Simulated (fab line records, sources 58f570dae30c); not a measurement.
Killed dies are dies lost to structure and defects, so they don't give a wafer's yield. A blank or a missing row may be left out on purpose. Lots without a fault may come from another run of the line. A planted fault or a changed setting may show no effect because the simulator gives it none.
Which tool did it? | flow berkeley_cmos170 | 11 lots, 33 wafers sampled, at 5 steps of a route of 331

WHAT THE GAUGES READ, wafer by wafer
UCB170_SCREENOX_THK_MEAS_02. Usual: SCREENOX_OXIDE_THK 14.4 nm, standard deviation 0.32.
lot  | measured     | on            | SCREENOX_OXIDE_THK (nm) | flag
L538 | day 5 23:15  | film_metro-02 | 14.6 14.8 14.7          |
L539 | day 5 23:14  | film_metro-01 | 14.5 14.8 14.8          |
L540 | day 6 11:43  | film_metro-01 | 14.6 14.7 14.5          |
L547 | day 7 12:23  | film_metro-03 | 14.1 14.3 14.2          |
L548 | day 8 14:29  | film_metro-02 | 15.0 14.7 14.7          |
L553 | day 9 02:53  | film_metro-02 | 13.9 14.3 14.5          |
L555 | day 10 09:29 | film_metro-03 | 14.4 14.5 14.2          |
L554 | day 9 22:18  | film_metro-01 | 14.4 14.7 14.4          |
L556 | day 10 09:33 | film_metro-03 | 14.6 14.2 14.6          |
L560 | day 11 03:29 | film_metro-01 | 13.9 13.9 13.9          |
L561 | day 11 03:29 | film_metro-02 | 13.9 13.7 13.9          |

UCB170_PVT_TW_MEAS_09. Usual: PVT_TW 502.4, standard deviation 2.5.
lot  | measured     | on            | PVT_TW            | flag
L538 | day 6 06:58  | film_metro-04 | 499.5 497.8 498.6 |
L539 | day 6 08:01  | film_metro-03 | 503.7 505.4 504.1 |
L540 | day 6 21:57  | film_metro-01 | 504.7 507.0 505.1 |
L547 | day 7 21:46  | film_metro-01 | 442.2 444.1 442.1 | OFF
L548 | day 9 01:59  | film_metro-04 | 444.7 446.0 445.8 | OFF
L553 | day 9 15:01  | film_metro-03 | 501.5 505.1 502.8 |
L555 | day 10 18:04 | film_metro-04 | 503.3 501.2 500.6 |
L554 | day 10 07:56 | film_metro-03 | 502.3 502.4 503.6 |
L556 | day 10 22:29 | film_metro-04 | 501.3 501.8 503.2 |
L560 | day 11 14:58 | film_metro-04 | 503.3 503.1 503.0 |
L561 | day 11 14:44 | film_metro-03 | 506.8 505.5 505.4 |

UCB170_NSD_CD_MEAS_06: target cd 1200 nm. Usual: cd_nm 1200.2 nm, standard deviation 1.4.
lot  | measured     | on        | cd_nm (nm)           | flag
L538 | day 7 16:11  | cd_sem-02 | 1199.7 1200.7 1199.2 |
L539 | day 7 15:47  | cd_sem-02 | 1202.7 1201.5 1202.0 |
L540 | day 7 23:59  | cd_sem-01 | 1202.9 1201.3 1202.0 |
L547 | day 9 09:56  | cd_sem-01 | 1200.4 1200.5 1199.3 |
L548 | day 10 09:41 | cd_sem-02 | 1202.2 1200.3 1201.6 |
L553 | day 10 17:20 | cd_sem-01 | 1198.6 1199.4 1199.3 |
L555 | day 11 22:56 | cd_sem-01 | 1199.5 1199.3 1199.9 |
L554 | day 11 13:44 | cd_sem-02 | 1198.9 1200.9 1200.9 |
L556 | day 11 22:47 | cd_sem-02 | 1200.9 1201.2 1200.7 |
L560 | day 13 04:43 | cd_sem-02 | 1197.8 1198.2 1198.4 |
L561 | day 12 12:26 | cd_sem-02 | 1199.7 1199.2 1199.8 |

WHICH TOOL RAN EACH LOT (tool, then ch and the chambers of the sampled wafers, then the start)
lot  | UCB170_NWELL_ETCH_13              | UCB170_PVT_IMPLANT_07
L538 | rie_diel-04 ch 0,3, day 2 12:02   | implanter-01 ch 0, day 6 06:45
L539 | rie_diel-02 ch 0,2,3, day 2 12:17 | implanter-02 ch 0, day 6 07:46
L540 | rie_diel-04 ch 2,3, day 2 21:27   | implanter-02 ch 0, day 6 21:42
L547 | rie_diel-03 ch 0,2,3, day 4 10:26 | implanter-01 ch 0, day 7 21:32
L548 | rie_diel-04 ch 0,1, day 4 17:52   | implanter-01 ch 0, day 9 01:44
L553 | rie_diel-03 ch 1,2,3, day 5 14:20 | implanter-02 ch 0, day 9 14:46
L555 | rie_diel-03 ch 1,2,3, day 6 00:42 | implanter-02 ch 0, day 10 17:49
L554 | rie_diel-04 ch 2,3, day 6 00:57   | implanter-02 ch 0, day 10 07:43
L556 | rie_diel-03 ch 1,2,3, day 6 09:03 | implanter-02 ch 0, day 10 22:14
L560 | rie_diel-04 ch 0,1,2, day 7 03:32 | implanter-01 ch 0, day 11 14:43
L561 | rie_diel-02 ch 1,2,3, day 7 03:52 | implanter-02 ch 0, day 11 14:29
- UCB170_NWELL_ETCH_13: etches Si3N4 in CH3F/Ar/O2, stops on SiO2, target depth 246.4 nm, time 154 s.
- UCB170_PVT_IMPLANT_07

WHAT THE TOOLS THEMSELVES READ (means of the sampled wafers that have a number; where no wafer has one, the mark that the record gives instead)
UCB170_NWELL_ETCH_13. Usual: drypump_motor_current_A 5.7 A, standard deviation 0.41; oes_product_au 0.932 a.u., standard deviation 0.014; throttle_valve_pct 8.03 %, standard deviation 0.12.
lot  | tool        | drypump_motor_current_A (A) | oes_product_au (a.u.) | throttle_valve_pct (%) | flag
L538 | rie_diel-04 | 5.5                         | 0.950                 | 8.04                   |
L539 | rie_diel-02 | 5.9                         | 0.930                 | 8.07                   |
L540 | rie_diel-04 | 5.8                         | 0.941                 | 7.85                   |
L547 | rie_diel-03 | 5.9                         | 0.927                 | 8.06                   |
L548 | rie_diel-04 | 5.4                         | 0.937                 | 7.93                   |
L553 | rie_diel-03 | 5.9                         | 0.928                 | 8.15                   |
L555 | rie_diel-03 | 5.9                         | 0.921                 | 8.14                   |
L554 | rie_diel-04 | 5.7                         | 0.946                 | 7.85                   |
L556 | rie_diel-03 | 5.9                         | 0.933                 | 8.15                   |
L560 | rie_diel-04 | 5.5                         | 0.949                 | 7.94                   |
L561 | rie_diel-02 | 5.6                         | 0.925                 | 8.03                   |

UCB170_PVT_IMPLANT_07. Usual: dose_ions_cm2 2.0003e+12, standard deviation 2.2e+09; faraday_current_uA 6.35, standard deviation 0.13.
lot  | tool         | dose_ions_cm2 | faraday_current_uA | flag
L538 | implanter-01 | 1.9999e+12    | 6.43               |
L539 | implanter-02 | 2.0003e+12    | 6.14               |
L540 | implanter-02 | 2.0021e+12    | 6.32               |
L547 | implanter-01 | 1.3412e+12    | 4.26               | OFF
L548 | implanter-01 | 1.3397e+12    | 4.34               | OFF
L553 | implanter-02 | 1.9991e+12    | 6.37               |
L555 | implanter-02 | 1.9996e+12    | 6.40               |
L554 | implanter-02 | 2.0040e+12    | 6.31               |
L556 | implanter-02 | 1.9979e+12    | 6.34               |
L560 | implanter-01 | 2.0000e+12    | 6.34               |
L561 | implanter-02 | 1.9995e+12    | 6.38               |

THE ANSWER, worked out from the rows above alone
Rule: a lot is off if the mean of its wafers that have a number lies more than 3 standard deviations from the usual mean. A lot without any number at a reading at which 4 lots or more have one is off too. The other lots that the step has rows for count as sound. The gauges are gone through in route order, then the tools' own readings, and for those a lot's mean is taken as printed above. The first step at which some lot is off is used, and at that step the reading that is off furthest; a lot without a number counts as furthest.
Off: L547, L548, at UCB170_PVT_TW_MEAS_09 (PVT_TW).
A tool fits if, at a process step before that reading, it ran every lot that is off, and no sound lot after the first of them. The gauges at UCB170_PVT_TW_MEAS_09 aren't tried: what is off there is off at UCB170_PVT_IMPLANT_07 too, on other tools, and a gauge's error can't cause that. None of those tried fits.

WHAT THE SIMULATOR HAD PUT IN
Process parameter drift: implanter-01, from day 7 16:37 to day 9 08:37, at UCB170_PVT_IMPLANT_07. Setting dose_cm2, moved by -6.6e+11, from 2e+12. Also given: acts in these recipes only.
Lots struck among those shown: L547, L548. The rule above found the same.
